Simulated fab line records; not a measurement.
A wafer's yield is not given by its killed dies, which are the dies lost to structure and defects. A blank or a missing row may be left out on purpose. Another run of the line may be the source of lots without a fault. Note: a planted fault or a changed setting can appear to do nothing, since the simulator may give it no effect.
A lot that was struck, set against a sound lot || flow ritCmos || 43 out of 202 route steps
Sound: the wafers L299.3, L299.4, L299.6. The struck wafers were L313.1, L313.4, L313.5. The cause is named last.
Order at every step that has rows: each side's tool, ch and its chambers, its first start. Under that, the readings that differ: sound wafers || struck wafers || difference of the means || sigmas: that difference in standard deviations of wafers without a fault.
alike: readings with means less than 2 such deviations apart, plus words and numbers identical on both sides. not compared: withheld readings, readings lacking a value on some wafer, bounds such as >300 that could conceal the same value, and numbers that have no deviation in the record and whose values overlap.
Wherever a step has rows on one side only, a row that says differs or no value, or a row with sigmas, the two part there. Numbers that have no deviation but don't overlap get no sigmas and don't part them. Lack of a reading on every wafer of one side parts them only where that side has two or more wafers.

first, 2 steps without rows for these wafers: RIT_REOX_CLEAN_02 (cleans in SC2, time 600 s); RIT_REOX_OXIDATION_03 (target thk 25.2 nm, ox time 5580 s).
RIT_REOX_THK_MEAS_04:
  sound on filmMetro-01 at day 3 23:29; struck on filmMetro-04 at day 6 17:21
{"reading": "REOX_OXIDE_THK (nm)", "sound": "25.0 24.6 24.6", "struck": "25.9 26.0 25.8", "difference": "+1.2", "sigmas": "+3"}
then, 6 steps without rows for these wafers: RIT_NLDD_HMDS_00 (prime time 60 s); RIT_NLDD_COAT_01 (resist thk 1000 nm); RIT_NLDD_SOFTBAKE_02 (time 60 s); RIT_NLDD_EXPOSE_03 (exposes mask M7, target cd 40700 nm); RIT_NLDD_PEB_04; RIT_NLDD_DEVELOP_05 (develop time 50 s).
RIT_NLDD_OVL_MEAS_06:
  sound on overlay-01 at day 4 00:27; struck on overlay-01 at day 6 18:17
  alike: NLDD_OVL
then, 2 steps without rows for these wafers: RIT_NLDD_HARDBAKE_07 (time 60 s); RIT_NLDD_IMPLANT_08.
RIT_NLDD_STRIP_09: strips in O2, time 180 s.
  sound on plasmaAsher-02 ch 0,1, day 4 00:50; struck on plasmaAsher-02 ch 1, day 6 18:37
  alike: drypumpMotorCurrentA
  not compared: rfHoursCounterH
RIT_NLDD_TW_MEAS_10:
  sound on filmMetro-01 at day 4 00:58; struck on filmMetro-01 at day 6 18:48
  alike: NLDD_TW
then, 6 steps without rows for these wafers: RIT_PLDD_HMDS_00 (prime time 60 s); RIT_PLDD_COAT_01 (resist thk 1000 nm); RIT_PLDD_SOFTBAKE_02 (time 60 s); RIT_PLDD_EXPOSE_03 (exposes mask M8, target cd 40900 nm); RIT_PLDD_PEB_04; RIT_PLDD_DEVELOP_05 (develop time 50 s).
RIT_PLDD_OVL_MEAS_06:
  sound on overlay-01 at day 4 02:00; struck on overlay-02 at day 6 19:50
  alike: PLDD_OVL
then, 2 steps without rows for these wafers: RIT_PLDD_HARDBAKE_07 (time 60 s); RIT_PLDD_IMPLANT_08.
RIT_PLDD_STRIP_09: strips in O2, time 180 s.
  sound on plasmaAsher-02 ch 0,1, day 4 02:23; struck on plasmaAsher-02 ch 0,1, day 6 20:10
  alike: drypumpMotorCurrentA
  not compared: rfHoursCounterH
RIT_PLDD_TW_MEAS_10:
  sound on filmMetro-01 at day 4 02:31; struck on filmMetro-01 at day 6 20:21
  alike: PLDD_TW
then, 4 steps without rows for these wafers: RIT_SPACER_CLEAN_00 (cleans in SC1, time 600 s); RIT_SPACER_CLEAN_01 (cleans in dHF, time 30 s); RIT_SPACER_CLEAN_02 (cleans in SC2, time 600 s); RIT_SPACER_CVD_03 (deposits Si3N4 from SiH2Cl2/NH3, target thk 250 nm, time 3300 s).
RIT_SPACER_THK_MEAS_04:
  sound on filmMetro-04 at day 4 04:52; struck on filmMetro-04 at day 6 22:42
  alike: SPACER_NITRIDE_THK
RIT_SPACER_ETCHBACK_05: etches Si3N4 in SF6/CHF3, stops on SiO2, target depth 250 nm, time 240 s.
  sound on rieDiel-01 ch 1,3, day 4 04:54; struck on rieDiel-04 ch 0,1,3, day 6 22:46
  alike: drypumpMotorCurrentA, oesProductAu, throttleValvePct
  not compared: rfHoursCounterH
then, 6 steps without rows for these wafers: RIT_NSD_HMDS_00 (prime time 60 s); RIT_NSD_COAT_01 (resist thk 1000 nm); RIT_NSD_SOFTBAKE_02 (time 60 s); RIT_NSD_EXPOSE_03 (exposes mask M9, target cd 40700 nm); RIT_NSD_PEB_04; RIT_NSD_DEVELOP_05 (develop time 50 s).
RIT_NSD_OVL_MEAS_06:
  sound on overlay-01 at day 4 06:02; struck on overlay-01 at day 6 23:53
  alike: NSD_OVL
then, 2 steps without rows for these wafers: RIT_NSD_HARDBAKE_07 (time 60 s); RIT_NSD_IMPLANT_08.
RIT_NSD_STRIP_09: strips in O2, time 180 s.
  sound on plasmaAsher-03 ch 0,1, day 4 06:25; struck on plasmaAsher-03 ch 0,1, day 7 00:14
  alike: drypumpMotorCurrentA
  not compared: rfHoursCounterH
RIT_NSD_TW_MEAS_10:
  sound on filmMetro-03 at day 4 06:33; struck on filmMetro-03 at day 7 00:24
  alike: NSD_TW
RIT_M1_PROBE_99:
  only the struck wafers here have rows in the record (prober-01, day 7 10:06); the sound ones have none

WHERE THEY PART
Earliest at RIT_REOX_THK_MEAS_04; latest, in this record, at RIT_M1_PROBE_99.

WHY: what had been put in by the simulator
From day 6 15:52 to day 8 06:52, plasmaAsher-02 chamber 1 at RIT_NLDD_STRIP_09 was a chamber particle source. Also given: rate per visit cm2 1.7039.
